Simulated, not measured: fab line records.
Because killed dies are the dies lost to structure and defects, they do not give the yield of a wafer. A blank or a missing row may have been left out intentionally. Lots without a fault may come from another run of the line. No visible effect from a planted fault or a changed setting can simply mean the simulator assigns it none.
fab line records -- flow rit-cmos
record lots=14, wafers=42, last-day=7
route steps=202 shown FOX2@24 GATE@85 SDANNEAL@156 PSD@157 M1@202
lots untouched by any fault: they come from a run of this same line in which no faults occurred
start-h: hours from the record's opening day to when the first of the lot's shown wafers began -- wait-h: hours since the lot's step before -- " unchanged from the row above -- L1.1+2: several wafers, shown together as one row -- - no value, or no start given -- * or withheld: withheld -- < > ~ a bound
route shown NAME@n: NAME is a module with steps in the file, n the number in the route of the first one -- usual: mean/standard deviation taken from wafers without a fault -- same: alike in all rows -- chamber/n: place in a boat -- sites: per-site readings -- _std_site: their standard deviation -- _edge_site: the outer-site mean with the inner-site mean subtracted -- radius-mm: how far each site lies from the wafer's centre -- mask NAME#n: copy n -- behind: the last tool/chamber to shape the wafer -- hold: reason for holding the lot/hours on hold/outcome of the hold -- device: whichever transistor did not switch (one of n, p or np) -- end of line: the tests these same wafers got at the end of their route -- for a step that has no rows: nothing shown but its recipe -- killed: at the first sort, the dies lost to defects and structure; wafer yield is something else -- map: a wafer's dies, marking killed ones x, the rest . and places with no die _
set.NAME: the setting as run; set.NAME@STEP: as run at that earlier step -- model.NAME: the simulator's own value behind a step, which no gauge read
the route's steps for a sample of lots (tables are steps, rows are wafers)
services: when a tool's chamber went out of use (start-h, in hours from the record's first day, below 0 if earlier), for how many hours, and the reason
## steps
# step RIT_FOX2_THK_MEAS_01
# recipe reads=SiO2_of_FOX2_OXIDATION_00
# usual FOX2_OXIDE_THK=349/7.7
lot.wafer,tool,chamber,start-h,wait-h,FOX2_OXIDE_THK[nm]
L568.1,film-metro-03,-,20.94,0.0,345
L568.3,film-metro-03,-,20.94,0.0,342
L568.6,film-metro-03,-,20.94,0.0,344
L569.2,film-metro-03,-,25.28,0.0,363
L569.5,film-metro-03,-,25.28,0.0,364
L569.6,film-metro-03,-,25.28,0.0,364
L570.1,film-metro-03,-,30.11,0.0,348
L570.4,film-metro-03,-,30.11,0.0,348
L570.5,film-metro-03,-,30.11,0.0,348
L571.1,film-metro-03,-,35.42,0.0,341
L571.3,film-metro-03,-,35.42,0.0,350
L571.6,film-metro-03,-,35.42,0.0,338
L573.1,film-metro-03,-,44.23,0.0,335
L573.4,film-metro-03,-,44.23,0.0,352
L573.5,film-metro-03,-,44.23,0.0,346
L574.2,film-metro-03,-,48.72,0.0,352
L574.4,film-metro-03,-,48.72,0.0,356
L574.6,film-metro-03,-,48.72,0.0,350
L576.3,film-metro-03,-,61.19,0.0,344
L576.4,film-metro-03,-,61.19,0.0,344
L576.6,film-metro-03,-,61.19,0.0,345
L579.1,film-metro-04,-,75.27,0.0,347
L579.3,film-metro-04,-,75.27,0.0,359
L579.5,film-metro-04,-,75.27,0.0,353
L581.3,film-metro-03,-,85.25,0.0,356
L581.5,film-metro-03,-,85.25,0.0,351
L581.6,film-metro-03,-,85.25,0.0,345
L584.2,film-metro-03,-,99.72,0.0,353
L584.3,film-metro-03,-,99.72,0.0,353
L584.5,film-metro-03,-,99.72,0.0,357
L586.1,film-metro-01,-,110.03,0.0,350
L586.2,film-metro-01,-,110.03,0.0,359
L586.3,film-metro-01,-,110.03,0.0,352
L587.3,film-metro-04,-,115.94,0.0,334
L587.5,film-metro-04,-,115.94,0.0,340
L587.6,film-metro-04,-,115.94,0.0,340
L589.1,film-metro-03,-,125.48,0.0,359
L589.4,film-metro-03,-,125.48,0.0,361
L589.5,film-metro-03,-,125.48,0.0,357
L591.1,film-metro-03,-,135.30,0.0,356
L591.4,film-metro-03,-,135.30,0.0,360
L591.5,film-metro-03,-,135.30,0.0,354
# step RIT_GATE_THK_MEAS_09
# recipe reads=poly-Si_of_GATE_CVD_08
# usual GATE_POLY_THK=243.8/2.2
lot.wafer,tool,chamber,start-h,wait-h,GATE_POLY_THK[nm]
L568.1,film-metro-01,-,39.02,0.0,245.3
L568.3,film-metro-01,-,39.02,0.0,247.2
L568.6,film-metro-01,-,39.02,0.0,246.2
L569.2,film-metro-03,-,44.60,0.0,245.0
L569.5,film-metro-03,-,44.60,0.0,245.3
L569.6,film-metro-03,-,44.60,0.0,245.4
L570.1,film-metro-03,-,47.48,0.0,245.3
L570.4,film-metro-03,-,47.48,0.0,242.9
L570.5,film-metro-03,-,47.48,0.0,244.5
L571.1,film-metro-01,-,58.96,0.0,241.3
L571.3,film-metro-01,-,58.96,0.0,240.8
L571.6,film-metro-01,-,58.96,0.0,242.5
L573.1,film-metro-03,-,68.10,0.0,243.8
L573.4,film-metro-03,-,68.10,0.0,245.6
L573.5,film-metro-03,-,68.10,0.0,244.6
L574.2,film-metro-03,-,70.91,0.0,246.6
L574.4,film-metro-03,-,70.91,0.0,245.5
L574.6,film-metro-03,-,70.91,0.0,246.5
L576.3,film-metro-04,-,81.64,0.0,244.8
L576.4,film-metro-04,-,81.64,0.0,242.9
L576.6,film-metro-04,-,81.64,0.0,245.1
L579.1,film-metro-04,-,94.66,0.0,242.7
L579.3,film-metro-04,-,94.66,0.0,245.9
L579.5,film-metro-04,-,94.66,0.0,243.7
L581.3,film-metro-04,-,102.56,0.0,242.9
L581.5,film-metro-04,-,102.56,0.0,244.4
L581.6,film-metro-04,-,102.56,0.0,244.7
L584.2,film-metro-01,-,119.33,0.0,244.4
L584.3,film-metro-01,-,119.33,0.0,244.6
L584.5,film-metro-01,-,119.33,0.0,243.6
L586.1,film-metro-04,-,131.63,0.0,242.0
L586.2,film-metro-04,-,131.63,0.0,243.1
L586.3,film-metro-04,-,131.63,0.0,241.8
L587.3,film-metro-01,-,134.19,0.0,244.6
L587.5,film-metro-01,-,134.19,0.0,243.4
L587.6,film-metro-01,-,134.19,0.0,241.2
L589.1,film-metro-03,-,145.39,0.0,244.6
L589.4,film-metro-03,-,145.39,0.0,242.7
L589.5,film-metro-03,-,145.39,0.0,243.1
L591.1,film-metro-03,-,155.35,0.0,244.2
L591.4,film-metro-03,-,155.35,0.0,241.7
L591.5,film-metro-03,-,155.35,0.0,243.6
# step RIT_GATE_STRIP_20
# recipe chemistry=O2, time-s=180, resist=NOVOLAK, platen-temp-c=withheld, power-w=500, pressure-mtorr=4000, o2-flow-sccm=4000
# usual drypump-motor-current-A=5.6/0.36
lot.wafer,tool,chamber,start-h,wait-h,drypump-motor-current-A,rf-hours-counter-h
L568.1,plasma-asher-02,0,40.48,0.1,5.5,40
L568.3,plasma-asher-02,0,40.48,0.1,5.5,-
L568.6,plasma-asher-02,0,40.48,0.1,5.5,-
L569.2,plasma-asher-03,1,46.17,0.1,5.2,39
L569.5,plasma-asher-03,0,46.17,0.1,5.5,-
L569.6,plasma-asher-03,1,46.17,0.1,5.2,-
L570.1,plasma-asher-02,1,53.64,0.1,5.8,41
L570.4,plasma-asher-02,0,53.64,0.1,5.5,-
L570.5,plasma-asher-02,0,53.64,0.1,5.5,-
L571.1,plasma-asher-03,0,60.45,0.1,5.5,40
L571.3,plasma-asher-03,0,60.45,0.1,5.5,-
L571.6,plasma-asher-03,1,60.45,0.1,5.2,-
L573.1,plasma-asher-01,1,69.43,0.1,5.5,43
L573.4,plasma-asher-01,1,69.43,0.1,5.5,-
L573.5,plasma-asher-01,1,69.43,0.1,5.5,-
L574.2,plasma-asher-01,1,72.22,0.1,5.5,43
L574.4,plasma-asher-01,1,72.22,0.1,5.5,-
L574.6,plasma-asher-01,0,72.22,0.1,6.3,-
L576.3,plasma-asher-01,1,83.00,0.1,5.5,-
L576.4,plasma-asher-01,0,83.00,0.1,6.2,-
L576.6,plasma-asher-01,1,83.00,0.1,5.5,-
L579.1,plasma-asher-01,1,95.99,0.1,5.5,46
L579.3,plasma-asher-01,1,95.99,0.1,5.5,-
L579.5,plasma-asher-01,1,95.99,0.1,5.5,-
L581.3,plasma-asher-02,0,104.05,0.1,5.5,-
L581.5,plasma-asher-02,0,104.05,0.1,5.5,-
L581.6,plasma-asher-02,1,104.05,0.1,5.8,-
L584.2,plasma-asher-03,0,120.64,0.1,5.5,0
L584.3,plasma-asher-03,1,120.64,0.1,5.2,-
L584.5,plasma-asher-03,1,120.64,0.1,5.2,-
L586.1,plasma-asher-01,1,133.08,0.1,5.5,50
L586.2,plasma-asher-01,0,133.08,0.1,6.2,50
L586.3,plasma-asher-01,0,133.08,0.1,6.3,-
L587.3,plasma-asher-03,0,135.55,0.1,5.6,-
L587.5,plasma-asher-03,1,135.55,0.1,5.2,-
L587.6,plasma-asher-03,0,135.55,0.1,5.6,-
L589.1,plasma-asher-02,0,146.84,0.1,5.5,52
L589.4,plasma-asher-02,0,146.84,0.1,5.5,-
L589.5,plasma-asher-02,0,146.84,0.1,5.5,-
L591.1,plasma-asher-01,0,156.68,0.1,6.2,52
L591.4,plasma-asher-01,1,156.68,0.1,5.5,-
L591.5,plasma-asher-01,0,156.68,0.1,6.2,-
# step RIT_SDANNEAL_RTA_03
# recipe temp-c=1050, time-s=5, idle-temp-c=600, ramp-up-c-per-s=342, ramp-down-c-per-s=171, cool-to-c=600, ambient=N2
# usual wafer_temp_C_max=1053.5/1.2
lot.wafer,tool,chamber,start-h,wait-h,wafer_temp_C_max
L568.1,rtp-anneal-01,0,56.33,0.0,1053.6
L568.3,rtp-anneal-01,0,56.33,0.0,1052.7
L568.6,rtp-anneal-01,0,56.33,0.0,1053.2
L569.2,rtp-anneal-02,0,61.73,0.0,1052.3
L569.5,rtp-anneal-02,0,61.73,0.0,1052.9
L569.6,rtp-anneal-02,0,61.73,0.0,1054.4
L570.1,rtp-anneal-01,0,66.12,0.0,1053.8
L570.4,rtp-anneal-01,0,66.12,0.0,1057.0
L570.5,rtp-anneal-01,0,66.12,0.0,1053.7
L571.1,rtp-anneal-02,0,74.01,0.0,1053.4
L571.3,rtp-anneal-02,0,74.01,0.0,1054.4
L571.6,rtp-anneal-02,0,74.01,0.0,1051.5
L573.1,rtp-anneal-02,0,81.67,0.0,1053.0
L573.4,rtp-anneal-02,0,81.67,0.0,1052.5
L573.5,rtp-anneal-02,0,81.67,0.0,1053.6
L574.2,rtp-anneal-01,0,84.32,0.0,1054.0
L574.4,rtp-anneal-01,0,84.32,0.0,1051.8
L574.6,rtp-anneal-01,0,84.32,0.0,1053.0
L576.3,rtp-anneal-01,0,95.39,0.0,1053.9
L576.4,rtp-anneal-01,0,95.39,0.0,1052.3
L576.6,rtp-anneal-01,0,95.39,0.0,1053.2
L579.1,rtp-anneal-02,0,109.52,0.0,1054.7
L579.3,rtp-anneal-02,0,109.52,0.0,1053.2
L579.5,rtp-anneal-02,0,109.52,0.0,1053.5
L581.3,rtp-anneal-02,0,116.85,0.0,1055.5
L581.5,rtp-anneal-02,0,116.85,0.0,1053.3
L581.6,rtp-anneal-02,0,116.85,0.0,1055.1
L584.2,rtp-anneal-01,0,134.15,0.0,1051.8
L584.3,rtp-anneal-01,0,134.15,0.0,1053.7
L584.5,rtp-anneal-01,0,134.15,0.0,1054.7
L586.1,rtp-anneal-01,0,145.22,0.0,1052.8
L586.2,rtp-anneal-01,0,145.22,0.0,1053.0
L586.3,rtp-anneal-01,0,145.22,0.0,1054.4
L587.3,rtp-anneal-02,0,148.00,0.0,1054.0
L587.5,rtp-anneal-02,0,148.00,0.0,1052.6
L587.6,rtp-anneal-02,0,148.00,0.0,1051.9
L589.1,rtp-anneal-02,0,160.77,0.0,1053.1
L589.4,rtp-anneal-02,0,160.77,0.0,1053.0
L589.5,rtp-anneal-02,0,160.77,0.0,1054.4
L591.1,rtp-anneal-02,0,169.82,0.0,1054.8
L591.4,rtp-anneal-02,0,169.82,0.0,1055.4
L591.5,rtp-anneal-02,0,169.82,0.0,1055.1
# step RIT_SDANNEAL_RS_MEAS_04
# recipe thk-meas-gauge=four-point-probe
# usual PSD_RS=115.58/0.29
lot.wafer,tool,chamber,start-h,wait-h,hold,PSD_RS[ohm/sq]
L568.1,film-metro-04,-,56.39,0.0,-,115.38
L568.3,film-metro-04,-,56.39,0.0,-,115.60
L568.6,film-metro-04,-,56.39,0.0,-,115.03
L569.2,film-metro-02,-,61.80,0.1,-,115.79
L569.5,film-metro-02,-,61.80,0.1,-,115.68
L569.6,film-metro-02,-,61.80,0.1,-,115.89
L570.1,film-metro-02,-,66.18,0.0,-,115.50
L570.4,film-metro-02,-,66.18,0.0,-,115.73
L570.5,film-metro-02,-,66.18,0.0,-,115.57
L571.1,film-metro-01,-,74.07,0.0,-,115.37
L571.3,film-metro-01,-,74.07,0.0,-,115.62
L571.6,film-metro-01,-,74.07,0.0,-,115.39
L573.1,film-metro-02,-,81.73,0.0,-,115.22
L573.4,film-metro-02,-,81.73,0.0,-,115.25
L573.5,film-metro-02,-,81.73,0.0,-,115.53
L574.2,film-metro-02,-,84.38,0.1,-,115.54
L574.4,film-metro-02,-,84.38,0.1,-,115.61
L574.6,film-metro-02,-,84.38,0.1,-,115.57
L576.3,film-metro-02,-,95.47,0.1,-,115.59
L576.4,film-metro-02,-,95.47,0.1,-,115.26
L576.6,film-metro-02,-,95.47,0.1,-,115.34
L579.1,film-metro-04,-,109.57,0.0,-,116.49
L579.3,film-metro-04,-,109.57,0.0,-,115.85
L579.5,film-metro-04,-,109.57,0.0,-,115.54
L581.3,film-metro-01,-,116.92,0.1,-,116.32
L581.5,film-metro-01,-,116.92,0.1,-,116.26
L581.6,film-metro-01,-,116.92,0.1,-,115.86
L584.2,film-metro-02,-,134.22,-,await-dispo/0.2h/release,72.17
L584.3,film-metro-02,-,134.22,-,await-dispo/0.2h/release,72.44
L584.5,film-metro-02,-,134.22,-,await-dispo/0.2h/release,72.61
L584.2,film-metro-02,-,134.58,0.3,-,72.40
L584.3,film-metro-02,-,134.58,0.3,-,72.58
L584.5,film-metro-02,-,134.58,0.3,-,72.34
L586.1,film-metro-04,-,145.28,-,await-dispo/0.2h/release,72.39
L586.2,film-metro-04,-,145.28,-,await-dispo/0.2h/release,72.10
L586.3,film-metro-04,-,145.28,-,await-dispo/0.2h/release,71.91
L586.1,film-metro-04,-,145.64,0.3,-,72.36
L586.2,film-metro-04,-,145.64,0.3,-,72.11
L586.3,film-metro-04,-,145.64,0.3,-,71.76
L587.3,film-metro-02,-,148.12,0.1,-,115.73
L587.5,film-metro-02,-,148.12,0.1,-,115.42
L587.6,film-metro-02,-,148.12,0.1,-,115.64
L589.1,film-metro-04,-,160.83,0.0,-,115.45
L589.4,film-metro-04,-,160.83,0.0,-,115.64
L589.5,film-metro-04,-,160.83,0.0,-,115.78
L591.1,film-metro-01,-,169.87,0.0,-,115.40
L591.4,film-metro-01,-,169.87,0.0,-,115.15
L591.5,film-metro-01,-,169.87,0.0,-,115.22
# step RIT_M1_PROBE_99
# usual defect-limited-yield=97.4/1.2, killed-at-contacts=0.0/0.22, killed-at-front-end=7/3, killed-dies=7/3.1, killed-open=3.4/2.1, killed-short=3.4/2, sort_bin_3_pad_short=0.1/0.23, sort_bin_5_function=1.5/0.76, sort_bin_6_memory=1.0/0.74, sort-n-pass=257/3.1, sort-yield-pct=97.4/1.2
# same gross-dies=264, killed_at_M0_to_M3=0, killed_at_M4_up=0, killed-at-back-side=0, killed-at-other=0
lot.wafer,tool,chamber,start-h,wait-h,defect-limited-yield[%],killed-at-contacts,killed-at-front-end,killed-dies,killed-open,killed-short,sort_bin_3_pad_short[%],sort_bin_5_function[%],sort_bin_6_memory[%],sort-n-pass,sort-yield-pct[%]
L568.1,prober-01,-,63.92,0.1,96.6,1,8,9,3,6,0.4,1.9,1.1,255,96.6
L568.3,prober-01,-,64.02,0.2,98.1,0,5,5,2,3,0,1.1,0.8,259,98.1
L568.6,prober-01,-,64.17,0.2,97.3,0,7,7,6,1,0,1.5,1.1,257,97.3
L569.2,prober-02,-,69.30,0.1,98.1,1,4,5,3,2,0,1.1,0.8,259,98.1
L569.5,prober-02,-,69.45,0.2,97.7,0,6,6,3,3,0,1.1,1.1,258,97.7
L569.6,prober-02,-,69.50,0.2,98.1,0,5,5,4,1,0,1.9,0,259,98.1
L570.1,prober-01,-,73.53,0.1,98.1,0,5,5,4,1,0,0.4,1.5,259,98.1
L570.4,prober-01,-,73.68,0.2,97.3,0,7,7,4,3,0,1.1,1.5,257,97.3
L570.5,prober-01,-,73.73,0.2,97.3,0,7,7,3,4,0,2.7,0,257,97.3
L571.1,prober-02,-,81.62,0.1,98.5,0,4,4,2,2,0.4,1.1,0,260,98.5
L571.3,prober-02,-,81.72,0.2,96.2,0,10,10,3,6,0.4,1.9,1.5,254,96.2
L571.6,prober-02,-,81.87,0.2,98.9,0,3,3,0,3,0,0.8,0.4,261,98.9
L573.1,prober-02,-,90.06,0.1,96.2,0,10,10,5,5,0.4,1.1,2.3,254,96.2
L573.4,prober-02,-,90.21,0.2,97.7,0,6,6,4,2,0.4,1.9,0,258,97.7
L573.5,prober-02,-,90.26,0.2,98.1,0,5,5,2,3,0.4,0.8,0.8,259,98.1
L574.2,prober-01,-,92.06,0.1,95.8,0,11,11,7,4,0.4,2.3,1.5,253,95.8
L574.4,prober-01,-,92.16,0.2,97.0,0,8,8,4,4,0,1.5,1.5,256,97.0
L574.6,prober-01,-,92.26,0.2,97.0,0,8,8,5,3,0,2.3,0.8,256,97.0
L576.3,prober-01,-,103.19,0.2,98.9,0,3,3,2,1,0,1.1,0,261,98.9
L576.4,prober-01,-,103.24,0.2,98.1,0,5,5,4,1,0,1.5,0.4,259,98.1
L576.6,prober-01,-,103.34,0.2,97.3,0,7,7,4,3,0,1.9,0.8,257,97.3
L579.1,prober-02,-,117.04,0.1,98.1,0,5,5,4,1,0,1.1,0.8,259,98.1
L579.3,prober-02,-,117.14,0.2,96.2,0,10,10,5,5,1.1,1.5,1.1,254,96.2
L579.5,prober-02,-,117.24,0.2,97.7,0,6,6,1,5,0,0.8,1.5,258,97.7
L581.3,prober-02,-,124.60,0.2,97.7,0,6,6,2,4,0.4,0.8,1.1,258,97.7
L581.5,prober-02,-,124.70,0.2,97.7,0,6,6,4,2,0,1.5,0.8,258,97.7
L581.6,prober-02,-,124.75,0.2,96.6,1,8,9,6,3,0,2.3,1.1,255,96.6
L587.3,prober-02,-,155.64,0.2,95.5,0,12,12,8,4,0.4,2.3,1.9,252,95.5
L587.5,prober-02,-,155.74,0.2,99.6,0,1,1,1,0,0,0,0.4,263,99.6
L587.6,prober-02,-,155.79,0.2,98.5,0,4,4,3,1,0,1.5,0,260,98.5
L589.1,prober-02,-,168.42,0.1,96.2,0,10,10,6,4,0.8,2.7,0.4,254,96.2
L589.4,prober-02,-,168.57,0.2,95.8,0,11,11,5,6,0,1.9,2.3,253,95.8
L589.5,prober-02,-,168.62,0.2,94.7,0,14,14,6,8,0.4,1.5,3.4,250,94.7
L591.1,prober-02,-,177.42,0.1,97.0,0,8,8,3,5,0,1.9,1.1,256,97.0
L591.4,prober-02,-,177.57,0.2,95.8,0,11,11,5,6,0,2.3,1.9,253,95.8
L591.5,prober-02,-,177.62,0.2,99.2,0,2,2,0,2,0,0.8,0,262,99.2
# killed by level:class
L568.1 GATE:geometric-particle:short=2 SILICIDE:geometric-particle:short=2 FOX1:geometric-particle:short=1 GATE:geometric-particle:open=1 REOX:geometric-particle:short=1 REOX:geometric-particle:open=1 CONTACT:geometric-particle:open=1
L568.3 GATE:geometric-particle:open=1 GATE:geometric-particle:short=1 SPACER:geometric-particle:short=1 SILICIDE:geometric-particle:short=1 SILICIDE:geometric-particle:open=1
L568.6 FOX1:geometric-particle:open=2 SPACER:geometric-particle:open=2 FOX1:geometric-particle:short=1 GATE:geometric-particle:open=1 SILICIDE:geometric-particle:open=1
L569.2 FOX1:geometric-particle:short=1 GATE:geometric-particle:open=1 GATE:geometric-particle:short=1 REOX:geometric-particle:open=1 CONTACT:geometric-particle:open=1
L569.5 FOX1:geometric-particle:short=2 GATE:geometric-particle:open=2 SPACER:geometric-particle:open=1 SILICIDE:geometric-particle:short=1
L569.6 GATE:geometric-particle:open=2 SILICIDE:geometric-particle:open=2 REOX:geometric-particle:short=1
L570.1 GATE:geometric-particle:open=2 FOX1:geometric-particle:open=1 FOX2:geometric-particle:open=1 SPACER:geometric-particle:short=1
L570.4 FOX2:geometric-particle:short=3 GATE:geometric-particle:open=2 REOX:geometric-particle:open=2
L570.5 SILICIDE:geometric-particle:short=2 FOX1:geometric-particle:open=1 FOX2:geometric-particle:short=1 GATE:geometric-particle:open=1 GATE:geometric-particle:short=1 SPACER:geometric-particle:open=1
L571.1 GATE:geometric-particle:open=1 GATE:geometric-particle:short=1 REOX:geometric-particle:open=1 SPACER:geometric-particle:short=1
L571.3 FOX2:geometric-particle:short=3 FOX1:geometric-particle:short=1 GATE:geometric-particle:short=1 GATE:geometric-particle:open=1 REOX:geometric-particle:open=1 SPACER:geometric-particle:short=1 SPACER:geometric-particle:open=1 NWELL:coat-microbubble-printed=1
L571.6 GATE:geometric-particle:short=1 REOX:geometric-particle:short=1 SPACER:geometric-particle:short=1
L573.1 SILICIDE:geometric-particle:open=3 GATE:geometric-particle:short=2 REOX:geometric-particle:short=2 FOX2:geometric-particle:open=1 REOX:geometric-particle:open=1 SILICIDE:geometric-particle:short=1
L573.4 REOX:geometric-particle:open=2 GATE:geometric-particle:open=1 GATE:geometric-particle:short=1 REOX:geometric-particle:short=1 SILICIDE:geometric-particle:open=1
L573.5 FOX1:geometric-particle:open=1 REOX:geometric-particle:short=1 SPACER:geometric-particle:open=1 SPACER:geometric-particle:short=1 SILICIDE:geometric-particle:short=1
L574.2 FOX1:geometric-particle:open=3 GATE:geometric-particle:open=3 SPACER:geometric-particle:short=2 GATE:geometric-particle:short=1 REOX:geometric-particle:short=1 SPACER:geometric-particle:open=1
L574.4 FOX1:geometric-particle:short=2 GATE:geometric-particle:short=2 FOX1:geometric-particle:open=1 FOX2:geometric-particle:open=1 GATE:geometric-particle:open=1 SILICIDE:geometric-particle:open=1
L574.6 GATE:geometric-particle:open=2 REOX:geometric-particle:short=2 FOX1:geometric-particle:open=1 GATE:geometric-particle:short=1 SPACER:geometric-particle:open=1 SILICIDE:geometric-particle:open=1
L576.3 FOX1:geometric-particle:open=1 GATE:geometric-particle:short=1 SILICIDE:geometric-particle:open=1
L576.4 FOX2:geometric-particle:open=1 GATE:geometric-particle:short=1 GATE:geometric-particle:open=1 REOX:geometric-particle:open=1 SPACER:geometric-particle:open=1
L576.6 GATE:geometric-particle:short=3 GATE:geometric-particle:open=2 FOX1:geometric-particle:open=1 SILICIDE:geometric-particle:open=1
L579.1 GATE:geometric-particle:open=3 REOX:geometric-particle:open=1 SILICIDE:geometric-particle:short=1
L579.3 GATE:geometric-particle:open=3 REOX:geometric-particle:short=2 FOX1:geometric-particle:open=1 GATE:geometric-particle:short=1 SPACER:geometric-particle:short=1 SILICIDE:geometric-particle:open=1 SILICIDE:geometric-particle:short=1
L579.5 GATE:geometric-particle:short=3 FOX1:geometric-particle:short=1 SPACER:geometric-particle:open=1 SILICIDE:geometric-particle:short=1
L581.3 REOX:geometric-particle:short=2 SPACER:geometric-particle:short=2 FOX2:geometric-particle:open=1 SPACER:geometric-particle:open=1
L581.5 GATE:geometric-particle:open=3 SPACER:geometric-particle:short=2 SPACER:geometric-particle:open=1
L581.6 GATE:geometric-particle:open=3 FOX2:geometric-particle:open=1 GATE:geometric-particle:short=1 REOX:geometric-particle:open=1 SPACER:geometric-particle:short=1 SILICIDE:geometric-particle:open=1 CONTACT:geometric-particle:short=1
L587.3 REOX:geometric-particle:open=4 GATE:geometric-particle:open=3 GATE:geometric-particle:short=2 FOX1:geometric-particle:short=1 FOX2:geometric-particle:open=1 FOX2:geometric-particle:short=1
L587.5 REOX:geometric-particle:open=1
L587.6 GATE:geometric-particle:open=2 GATE:geometric-particle:short=1 SILICIDE:geometric-particle:open=1
L589.1 GATE:geometric-particle:open=3 FOX1:geometric-particle:short=2 GATE:geometric-particle:short=2 SILICIDE:geometric-particle:open=2 SPACER:geometric-particle:open=1
L589.4 GATE:geometric-particle:open=4 REOX:geometric-particle:short=2 FOX1:geometric-particle:short=1 FOX2:geometric-particle:short=1 GATE:geometric-particle:short=1 SPACER:geometric-particle:open=1 SILICIDE:geometric-particle:short=1
L589.5 GATE:geometric-particle:open=3 GATE:geometric-particle:short=3 REOX:geometric-particle:open=3 SPACER:geometric-particle:short=2 FOX1:geometric-particle:short=1 REOX:geometric-particle:short=1 SILICIDE:geometric-particle:short=1
L591.1 GATE:geometric-particle:short=3 FOX1:geometric-particle:open=1 FOX1:geometric-particle:short=1 FOX2:geometric-particle:short=1 GATE:geometric-particle:open=1 SILICIDE:geometric-particle:open=1
L591.4 GATE:geometric-particle:open=3 REOX:geometric-particle:short=2 SILICIDE:geometric-particle:short=2 FOX1:geometric-particle:short=1 REOX:geometric-particle:open=1 SPACER:geometric-particle:short=1 SPACER:geometric-particle:open=1
L591.5 SILICIDE:geometric-particle:short=2
## services
tool,chamber,start-h,hours,kind
plasma-asher-03,-,108.75,9.0,pm
plasma-asher-03,0,108.75,9.0,vent-cycle
plasma-asher-03,1,108.75,9.0,vent-cycle
plasma-asher-03,0,117.75,-,clean
plasma-asher-03,1,117.75,-,clean
plasma-asher-02,-,128.20,0.5,repair
plasma-asher-03,-,138.30,0.8,repair
plasma-asher-03,-,142.61,4.9,repair
plasma-asher-02,-,154.47,3.4,repair
plasma-asher-02,-,166.13,0.9,repair
## key
first-sign step=RIT_SDANNEAL_RS_MEAS_04, reading=visit, direction=added
effect step=RIT_SDANNEAL_RS_MEAS_04, reading=PSD_RS, direction=down, sigmas=99+, usual=115.58, struck=72.27
met-at RIT_SDANNEAL_RTA_03
struck-lots L584,L586
scrapped-behind RIT_SDANNEAL_RS_MEAS_04 L584.2,L584.3,L584.5,L586.1,L586.2,L586.3
not-acting-at RIT_FOX2_THK_MEAS_01,RIT_GATE_THK_MEAS_09,RIT_GATE_STRIP_20
onset-between 95.39 134.15
fault kind=process-parameter-drift, tool=rtp-anneal-01, chamber=-, onset-h=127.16, steps=RIT_SDANNEAL_RTA_03, channel=time-s, offset=*, shape=step, end-h=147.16, acts-in=*, stated=*
